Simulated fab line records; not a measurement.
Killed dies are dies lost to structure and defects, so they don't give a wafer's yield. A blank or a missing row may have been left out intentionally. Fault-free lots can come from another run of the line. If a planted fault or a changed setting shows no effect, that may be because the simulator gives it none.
Struck lot and sound lot, side by side	flow rit-cmos	14 out of 202 route steps
Sound: the wafers L109.2, L109.4, L109.6. The struck wafers were L111.2, L111.4, L111.5. The cause comes at the end.
Per side, at each step with rows, come the tool, then ch with its chambers, and then its first start. Under that, the readings that differ: sound wafers	struck wafers	difference of the means	sigmas: that difference in standard deviations of wafers without a fault.
alike: words and numbers the same on both sides, and readings whose means are apart by under 2 such deviations; not compared: readings that were withheld, readings missing a value for some wafer, numbers with overlapping values and no deviation given by the record, and bounds like >300 which may hide the same value.
Wherever a step has rows on one side only, a row that says differs or no value, or a row with sigmas, the two part there. Numbers that don't overlap but have no deviation are shown without sigmas and don't part them. A reading that every wafer of one side lacks parts them only if that side has two wafers or more.

RIT_ACTIVE_THK_MEAS_02:
  sound on film-metro-04 at day 4 05:04; struck on film-metro-04 at day 4 15:04
reading	sound	struck	difference	sigmas
ACTIVE_OXIDE_THK (nm)	49.0 48.8 48.8	46.1 46.5 45.9	-2.7	-2
then, 1 step without rows for these wafers: RIT_ACTIVE_CVD_03 (deposits Si3N4 from SiH2Cl2/NH3, target thk 150 nm, time 1500 s).
RIT_ACTIVE_THK_MEAS_04:
  sound on film-metro-03 at day 4 06:32; struck on film-metro-04 at day 4 16:32
  alike: ACTIVE_NITRIDE_THK
then, 6 steps without rows for these wafers: RIT_ACTIVE_HMDS_05 (prime time 60 s); RIT_ACTIVE_COAT_06 (resist thk 1000 nm); RIT_ACTIVE_SOFTBAKE_07 (time 60 s); RIT_ACTIVE_EXPOSE_08 (exposes mask M1, target cd 1400 nm); RIT_ACTIVE_PEB_09; RIT_ACTIVE_DEVELOP_10 (develop time 50 s).
RIT_ACTIVE_CD_MEAS_11: the cd target is 1400 nm.
  sound on cd-sem-02 at day 4 07:28; struck on cd-sem-02 at day 4 17:28
  alike: cd-nm
then, 1 step without rows for these wafers: RIT_ACTIVE_HARDBAKE_12 (time 60 s).
RIT_ACTIVE_ETCH_13: etches Si3N4 in SF6, stops on SiO2, time 210 s, target depth 210 nm.
  sound on rie-diel-02 ch 0,1, day 4 07:43; struck on rie-diel-03 ch 0,2,3, day 4 17:43
  alike: drypump-motor-current-A, oes-product-au, throttle-valve-pct
  not compared: rf-hours-counter-h
RIT_ACTIVE_STRIP_14: strips in O2, time 180 s.
  sound on plasma-asher-03 ch 0, day 4 07:50; struck on plasma-asher-03 ch 0, day 4 17:50
  no value came back on the struck wafers for chamber-pressure-mTorr (mTorr), drypump-motor-current-A (A); on the sound wafers chamber-pressure-mTorr (mTorr) reads 4001 3997 4000
reading	sound	struck	difference	sigmas
model.NOVOLAK_of_ACTIVE_COAT_06.thk-nm (nm)	0 0 0	650.5 652.9 651	+651.5	
  not compared: rf-hours-counter-h
RIT_ACTIVE_CD_MEAS_90: the cd target is 1400 nm.
  sound on cd-sem-01 at day 4 08:02; struck on cd-sem-01 at day 4 18:02
  alike: cd-nm

== WHERE THEY PART ==
Last at RIT_ACTIVE_STRIP_14 as far as this record goes, first at RIT_ACTIVE_THK_MEAS_02. Later steps at which nothing parts them and some readings are alike: RIT_ACTIVE_CD_MEAS_90.

WHY: whatever the simulator had introduced
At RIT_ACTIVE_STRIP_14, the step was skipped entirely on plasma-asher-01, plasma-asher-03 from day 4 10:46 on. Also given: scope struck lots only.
